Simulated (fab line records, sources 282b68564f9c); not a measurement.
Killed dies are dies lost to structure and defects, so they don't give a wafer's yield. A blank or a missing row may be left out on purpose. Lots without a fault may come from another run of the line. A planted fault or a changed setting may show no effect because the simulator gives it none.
Which tool did it? | flow rit_cmos | 14 lots, 42 wafers sampled, at 6 steps of a route of 202

WHAT THE GAUGES READ, wafer by wafer
RIT_ACTIVE_BOW_MEAS_00. Usual: INCOMING_BOW 0 um, standard deviation 6.
lot  | measured    | on            | INCOMING_BOW (um) | flag
L287 | day 1 10:02 | film_metro-03 | -4 1 1            |
L289 | day 1 20:01 | film_metro-02 | -7 0 -8           |
L291 | day 2 06:00 | film_metro-02 | 6 14 4            |
L292 | day 2 11:00 | film_metro-01 | -3 6 -8           |
L293 | day 2 16:04 | film_metro-01 | 4 11 6            |
L294 | day 2 21:02 | film_metro-01 | 8 -7 4            |
L295 | day 3 02:00 | film_metro-01 | -1 -4 13          |
L297 | day 3 12:00 | film_metro-02 | -4 -4 9           |
L298 | day 3 17:00 | film_metro-02 | -2 -2 -9          |
L302 | day 4 13:00 | film_metro-02 | 7 0 3             |
L303 | day 4 18:02 | film_metro-02 | -5 -9 -3          |
L304 | day 4 23:02 | film_metro-01 | -4 0 4            |
L306 | day 5 09:02 | film_metro-02 | -4 -9 -8          |
L307 | day 5 14:00 | film_metro-02 | 1 8 -3            |

RIT_ACTIVE_THK_MEAS_04. Usual: ACTIVE_NITRIDE_THK 150.9 nm, standard deviation 1.2.
lot  | measured    | on            | ACTIVE_NITRIDE_THK (nm) | flag
L287 | day 1 13:33 | film_metro-01 | 151.3 151.2 150.3       |
L289 | day 1 23:32 | film_metro-01 | 152.4 151.7 152.1       |
L291 | day 2 09:32 | film_metro-03 | 151.3 150.2 150.9       |
L292 | day 2 14:32 | film_metro-01 | 151.8 150.4 152.1       |
L293 | day 2 19:34 | film_metro-02 | 151.7 152.5 149.8       |
L294 | day 3 00:33 | film_metro-01 | 150.9 149.8 151.4       |
L295 | day 3 05:32 | film_metro-01 | 148.2 149.5 149.8       |
L297 | day 3 15:40 | film_metro-02 | 151.5 149.9 150.1       |
L298 | day 3 22:59 | film_metro-03 | 152.2 153.5 152.3       |
L302 | day 4 16:32 | film_metro-01 | 151.7 151.3 151.7       |
L303 | day 4 21:33 | film_metro-01 | 149.3 148.7 149.1       |
L304 | day 5 03:24 | film_metro-01 | 151.8 151.9 150.5       |
L306 | day 5 14:30 | film_metro-02 | 150.6 151.5 150.5       |
L307 | day 5 17:32 | film_metro-03 | 151.3 152.0 151.0       |

RIT_GATE_THK_MEAS_09. Usual: GATE_POLY_THK 250.5 nm, standard deviation 2.8.
lot  | measured    | on            | GATE_POLY_THK (nm) | flag
L287 | day 2 11:31 | film_metro-04 | 248.3 247.4 247.1  |
L289 | day 2 21:16 | film_metro-04 | 256.1 256.3 255.9  |
L291 | day 3 10:55 | film_metro-02 | 246.8 247.6 250.1  |
L292 | day 3 16:55 | film_metro-04 | 254.6 258.2 254.6  |
L293 | day 3 23:49 | film_metro-02 | 247.6 245.4 244.3  |
L294 | day 4 02:41 | film_metro-01 | 249.0 248.0 250.0  |
L295 | day 4 13:14 | film_metro-04 | 250.7 252.5 251.2  |
L297 | day 4 17:25 | film_metro-04 | 254.7 253.8 257.6  |
L298 | day 5 00:56 | film_metro-01 | 247.0 246.3 249.5  |
L302 | day 5 15:41 | film_metro-02 | 222.8 223.6 220.9  | OFF
L303 | day 5 19:16 | film_metro-04 | 251.7 252.4 252.7  |
L304 | day 6 02:02 | film_metro-01 | 222.5 224.9 223.4  | OFF
L306 | day 6 12:51 | film_metro-04 | 249.8 251.5 250.5  |
L307 | day 6 15:29 | film_metro-02 | 249.4 250.4 249.9  |

RIT_M1_BOW_MEAS_16. Usual: M1_BOW 17 um, standard deviation 6.
lot  | measured    | on            | M1_BOW (um) | flag
L287 | day 3 12:16 | film_metro-03 | 12 17 16    |
L289 | day 3 18:30 | film_metro-02 | 8 16 9      |
L291 | day 4 09:20 | film_metro-02 | 23 31 22    |
L292 | day 4 16:36 | film_metro-02 | 12 19 7     |
L293 | day 4 23:37 | film_metro-03 | 20 26 22    |
L294 | day 5 01:06 | film_metro-03 | 24 9 20     |
L295 | day 5 11:48 | film_metro-03 | 14 10 27    |
L297 | day 5 17:23 | film_metro-02 | 11 12 24    |
L298 | day 5 22:14 | film_metro-02 | 14 13 8     |
L302 | day 6 12:49 | film_metro-02 | 26 19 21    |
L303 | day 6 15:59 | film_metro-01 | 11 10 14    |
L304 | day 7 00:53 | film_metro-02 | 13 15 20    |
L306 | day 7 10:41 | film_metro-01 | 15 9 9      |
L307 | day 7 12:27 | film_metro-03 | 19 26 15    |

WHICH TOOL RAN EACH LOT (tool, then ch and the chambers of the sampled wafers, then the start)
lot  | RIT_GATE_CVD_08            | RIT_GATE_ETCH_19
L287 | lpcvd-01 ch 0, day 2 09:52 | rie_si-01 ch 1,2, day 2 12:50
L289 | lpcvd-01 ch 0, day 2 19:38 | rie_si-01 ch 0,1,3, day 2 22:37
L291 | lpcvd-02 ch 1, day 3 09:18 | rie_si-01 ch 0,1,2, day 3 12:08
L292 | lpcvd-02 ch 0, day 3 14:29 | rie_si-02 ch 1,3, day 3 18:16
L293 | lpcvd-01 ch 0, day 3 22:10 | rie_si-01 ch 1,2, day 4 01:29
L294 | lpcvd-01 ch 1, day 4 01:03 | rie_si-02 ch 0,2,3, day 4 04:00
L295 | lpcvd-01 ch 0, day 4 11:37 | rie_si-01 ch 1,2,3, day 4 14:35
L297 | lpcvd-02 ch 0, day 4 15:48 | rie_si-01 ch 1,3, day 4 18:57
L298 | lpcvd-01 ch 0, day 4 23:19 | rie_si-02 ch 0,1,3, day 5 02:16
L302 | lpcvd-01 ch 0, day 5 14:04 | rie_si-02 ch 0,1,3, day 5 17:01
L303 | lpcvd-02 ch 1, day 5 17:38 | rie_si-01 ch 1,3, day 5 20:28
L304 | lpcvd-01 ch 0, day 6 00:23 | rie_si-02 ch 0,1,3, day 6 03:17
L306 | lpcvd-02 ch 0, day 6 11:13 | rie_si-02 ch 1,2, day 6 14:03
L307 | lpcvd-02 ch 0, day 6 13:52 | rie_si-01 ch 0,1, day 6 16:52
- RIT_GATE_CVD_08: deposits poly-Si from SiH4, target thk 250 nm, time 2220 s.
- RIT_GATE_ETCH_19: etches poly-Si in SF6/CHF3/O2, stops on SiO2, time 165 s, target depth 312.5 nm.

WHAT THE TOOLS THEMSELVES READ (means of the sampled wafers that have a number; where no wafer has one, the mark that the record gives instead)
RIT_GATE_CVD_08. Usual: pressure_mtorr 300.1 mTorr, standard deviation 0.68.
lot  | tool     | pressure_mtorr (mTorr) | flag
L287 | lpcvd-01 | 300.2                  |
L289 | lpcvd-01 | 299.2                  |
L291 | lpcvd-02 | 299.0                  |
L292 | lpcvd-02 | 299.3                  |
L293 | lpcvd-01 | 299.8                  |
L294 | lpcvd-01 | 299.9                  |
L295 | lpcvd-01 | 300.0                  |
L297 | lpcvd-02 | 300.7                  |
L298 | lpcvd-01 | 299.2                  |
L302 | lpcvd-01 | 240.4                  | OFF
L303 | lpcvd-02 | 300.5                  |
L304 | lpcvd-01 | 239.6                  | OFF
L306 | lpcvd-02 | 299.9                  |
L307 | lpcvd-02 | 300.9                  |

RIT_GATE_ETCH_19. Usual: CHF3_flow_sccm 30.00 sccm, standard deviation 0.098; O2_flow_sccm 5.000 sccm, standard deviation 0.014; drypump_motor_current_A 5.7 A, standard deviation 0.5; oes_product_au 0.857 a.u., standard deviation 0.015; throttle_valve_pct 10.23 %, standard deviation 0.12.
lot  | tool      | CHF3_flow_sccm (sccm) | O2_flow_sccm (sccm) | drypump_motor_current_A (A) | oes_product_au (a.u.) | throttle_valve_pct (%) | flag
L287 | rie_si-01 | 29.89                 | 4.994               | 5.3                         | 0.853                 | 10.19                  |
L289 | rie_si-01 | 30.01                 | 5.003               | 5.5                         | 0.869                 | 10.15                  |
L291 | rie_si-01 | 29.95                 | 5.006               | 5.7                         | 0.858                 | 10.27                  |
L292 | rie_si-02 | 30.07                 | 4.991               | 5.9                         | 0.871                 | 10.31                  |
L293 | rie_si-01 | 30.01                 | 4.998               | 5.3                         | 0.848                 | 10.18                  |
L294 | rie_si-02 | 30.00                 | 5.004               | 5.4                         | 0.842                 | 10.27                  |
L295 | rie_si-01 | 30.01                 | 5.012               | 5.7                         | 0.861                 | 10.11                  |
L297 | rie_si-01 | 30.04                 | 5.018               | 5.1                         | 0.868                 | 10.07                  |
L298 | rie_si-02 | 29.88                 | 4.995               | 5.8                         | 0.847                 | 10.31                  |
L302 | rie_si-02 | 29.99                 | 4.994               | 5.8                         | 0.787                 | 10.31                  | OFF
L303 | rie_si-01 | 29.93                 | 4.999               | 5.2                         | 0.854                 | 10.08                  |
L304 | rie_si-02 | 29.94                 | 5.007               | 5.8                         | 0.785                 | 10.31                  | OFF
L306 | rie_si-02 | 30.04                 | 5.006               | 5.6                         | 0.862                 | 10.25                  |
L307 | rie_si-01 | 30.03                 | 5.010               | 5.7                         | 0.853                 | 10.31                  |

THE ANSWER, worked out from the rows above alone
Rule: a lot is off if the mean of its wafers that have a number lies more than 3 standard deviations from the usual mean. A lot without any number at a reading at which 4 lots or more have one is off too. The other lots that the step has rows for count as sound. The gauges are gone through in route order, then the tools' own readings, and for those a lot's mean is taken as printed above. The first step at which some lot is off is used, and at that step the reading that is off furthest; a lot without a number counts as furthest.
Off: L302, L304, at RIT_GATE_THK_MEAS_09 (GATE_POLY_THK).
A tool fits if, at a process step before that reading, it ran every lot that is off, and no sound lot after the first of them. The gauges at RIT_GATE_THK_MEAS_09 aren't tried: what is off there is off at RIT_GATE_CVD_08 too, on other tools, and a gauge's error can't cause that. One fits: lpcvd-01 at RIT_GATE_CVD_08. Its last sound lot is L298 (day 4 23:19), its first lot that is off L302 (day 5 14:04): a fault that began between those two fits.
The tool's own readings at RIT_GATE_CVD_08 bear it out: on the lots that are off they differ by more than 5 times the standard deviation of the sound lots' means. pressure_mtorr reads 240.0 mTorr there against 299.9 mTorr on the sound lots.

WHAT THE SIMULATOR HAD PUT IN
Process parameter drift: lpcvd-01, from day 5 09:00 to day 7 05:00, at RIT_GATE_CVD_08. Setting pressure_mtorr, moved by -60, from 300. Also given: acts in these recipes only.
Lots struck among those shown: L302, L304. The rule above found the same.
